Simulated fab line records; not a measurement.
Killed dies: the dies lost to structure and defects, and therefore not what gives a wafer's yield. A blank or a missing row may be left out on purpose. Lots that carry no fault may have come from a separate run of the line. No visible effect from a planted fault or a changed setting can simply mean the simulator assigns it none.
Split-lot experiment | flow berkeley cmos170 | on a route of 331 steps: 5 lots, 23 wafers read

ABOUT THE SPLIT
At UCB170_M1_COAT_04 (resist thk 900 nm), the setting spin rpm was moved away from the recipe's 1500 rpm on 8 of the 23 wafers read, by -5.2% to +3.5%. All remaining wafers had this setting at the recipe value.

There is no step in the file separating the split from the reading.

THE READING
KrF_of_M1_COAT_04.thk nm (the simulator's own value, which no gauge read), in nm, at UCB170_M1_METAL_ETCH_12 (etches Al in Cl2/BCl3, stops on PSG, target depth 780 nm, time 130 s). The file gives no usual value for it. Average 426.6 nm, standard deviation 6.3 nm, over the 15 wafers here run with the recipe.

wafer  | tool, chamber at the split | spin rpm as run, rpm | against the recipe | KrF_of_M1_COAT_04.thk nm, nm | against lot-mates on the recipe
L074.1 | litho track-02, 0          | 1500                 | recipe             | 417.2                        | -
L074.2 | litho track-02, 0          | 1422                 | -5.2%              | 447.1                        | +28.9
L074.4 | litho track-02, 0          | 1422                 | -5.2%              | 443.7                        | +25.5
L074.5 | litho track-02, 0          | 1422                 | -5.2%              | 442.2                        | +24.0
L074.6 | litho track-02, 0          | 1500                 | recipe             | 419.2                        | -
L075.1 | litho track-02, 0          | 1500                 | recipe             | 435.6                        | -
L075.2 | litho track-02, 0          | 1500                 | recipe             | 420.6                        | -
L075.3 | litho track-02, 0          | 1500                 | recipe             | 425.9                        | -
L075.5 | litho track-02, 0          | 1500                 | recipe             | 436.7                        | -
L075.6 | litho track-02, 0          | 1500                 | recipe             | 437.3                        | -
L076.1 | litho track-04, 0          | 1500                 | recipe             | 425.8                        | -
L076.2 | litho track-04, 0          | 1552                 | +3.5%              | 417.5                        | -9.4
L076.3 | litho track-04, 0          | 1500                 | recipe             | 428.4                        | -
L076.4 | litho track-04, 0          | 1552                 | +3.5%              | 409.5                        | -17.4
L076.5 | litho track-04, 0          | 1500                 | recipe             | 426.5                        | -
L078.1 | litho track-02, 0          | 1500                 | recipe             | 418.3                        | -
L078.2 | litho track-02, 0          | 1430                 | -4.7%              | 450.2                        | +26.1
L078.4 | litho track-02, 0          | 1430                 | -4.7%              | 452.6                        | +28.5
L078.5 | litho track-02, 0          | 1430                 | -4.7%              | 443.7                        | +19.6
L078.6 | litho track-02, 0          | 1500                 | recipe             | 430                          | -
L080.4 | litho track-04, 0          | 1500                 | recipe             | 422.9                        | -
L080.5 | litho track-04, 0          | 1500                 | recipe             | 424.4                        | -
L080.6 | litho track-04, 0          | 1500                 | recipe             | 430.1                        | -

THE FIT
A straight line over all 23 wafers: KrF_of_M1_COAT_04.thk nm changes by -3.96 nm for each +1% of spin rpm; r = -0.87; the points scatter about the line by 6 nm.
The same after taking each lot's own level away (the mean of its wafers on the recipe; 23 wafers): -4.88 nm for each +1%; r = -0.94; scatter 4.6 nm.
Per that fit: largest spin rpm move, reading shift of 25 nm.
Across the lots, their own levels run from 418.20 to 431.22 nm, a range of 2.1 times the standard deviation given above.
So the lot-to-lot level changes the slope: the two fits differ.
Check: +25.4 nm against its lot-mates is what the line predicts for one of the wafers moved furthest among these (-5.2%) when that wafer is left out of the fit. It came out at +28.9 nm against them.

THESE WAFERS: OTHER SPLITS
Note: prior to the reading, these wafers also went through further splits. Each is held against what the fit with the lots' levels taken away leaves over:
other split on the same wafers       | wafers away from the commonest value | r with KrF_of_M1_COAT_04.thk nm (lot level and that fit taken away)
UCB170_SILICIDE_SPUTTER_01 power w   | 10                                   | +0.23
UCB170_CONTACT_COAT_04 resist thk nm | 8                                    | -0.01
UCB170_CONTACT_EXPOSE_12 dose mj     | 7                                    | +0.25

THE WHOLE CHAIN: every reading that the file lists as answering this split, in the file's order
step                    | what it does                                                         | reading                                                                   | change (the file's fit)              | r (the file's)
UCB170_M1_COAT_04       | resist thk 900 nm                                                    | KrF_of_M1_COAT_04.thk nm (the simulator's own value, which no gauge read) | -4.54 nm for each +1% of the setting | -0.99
UCB170_M1_METAL_ETCH_12 | etches Al in Cl2/BCl3, stops on PSG, target depth 780 nm, time 130 s | KrF_of_M1_COAT_04.thk nm (the simulator's own value, which no gauge read) | -4.88 nm for each +1% of the setting | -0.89

THE FILE'S OWN FIT
KrF_of_M1_COAT_04.thk nm changes by -4.88 nm for each +1% of spin rpm, r = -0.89.
